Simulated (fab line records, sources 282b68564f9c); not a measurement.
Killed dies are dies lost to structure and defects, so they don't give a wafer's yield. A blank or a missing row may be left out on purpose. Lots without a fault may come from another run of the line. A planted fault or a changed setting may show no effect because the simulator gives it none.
One fault seen from 2 desks | flow rit_cmos | each desk has only its own numbers; what lay behind them comes last

THE TOOL OWNER'S DESK: rie_diel-04
The tool's own readings at RIT_ACTIVE_ETCH_13 (etches Si3N4 in SF6, stops on SiO2, time 210 s, target depth 210 nm): means of the sampled wafers that have a number, for each lot that ran on this tool. A lot is out of limits, marked OUT, if its mean lies more than 4 standard deviations from the usual mean; the brackets give that distance.
Columns: A = drypump_motor_current_A at RIT_ACTIVE_ETCH_13, usual 5.6 A; B = oes_product_au at RIT_ACTIVE_ETCH_13, usual 0.823 a.u.; C = throttle_valve_pct at RIT_ACTIVE_ETCH_13, usual 7.53 %
lot  | first seen here | A   | B     | C
L515 | day 2 18:59     | 5.4 | 0.821 | 7.54
L521 | day 3 22:56     | 5.5 | 0.852 | 7.52
This desk's finding: nothing out of limits on any of the 2 lots.

THE METROLOGY DESK
What the gauges read, lot by lot, whatever tool the lot ran on: means of the sampled wafers that have a number. A lot is out of limits, marked OUT, if its mean lies more than 4 standard deviations from the usual mean; the brackets give that distance.
Columns: A = ACTIVE_OXIDE_THK at RIT_ACTIVE_THK_MEAS_02, usual 47.0 nm; B = ACTIVE_NITRIDE_THK at RIT_ACTIVE_THK_MEAS_04, usual 150.2 nm; C = cd_nm at RIT_ACTIVE_CD_MEAS_11, usual 1400.1 nm
lot  | first seen here | A    | B     | C
L515 | day 2 16:13     | 47.4 | 149.0 | 1397.0
L518 | day 3 05:56     | 46.8 | 150.3 | 1400.5
L521 | day 3 20:18     | 48.4 | 149.9 | 1401.1
L529 | day 5 12:20     | 46.4 | 148.8 | 1398.7
L532 | day 6 03:46     | 47.4 | 149.2 | 1397.9
This desk's finding: nothing out of limits on any of the 5 lots.

PUT TOGETHER
The tool owner's desk saw nothing out of limits.
The metrology desk saw nothing out of limits.

WHAT THE SIMULATOR HAD PUT IN
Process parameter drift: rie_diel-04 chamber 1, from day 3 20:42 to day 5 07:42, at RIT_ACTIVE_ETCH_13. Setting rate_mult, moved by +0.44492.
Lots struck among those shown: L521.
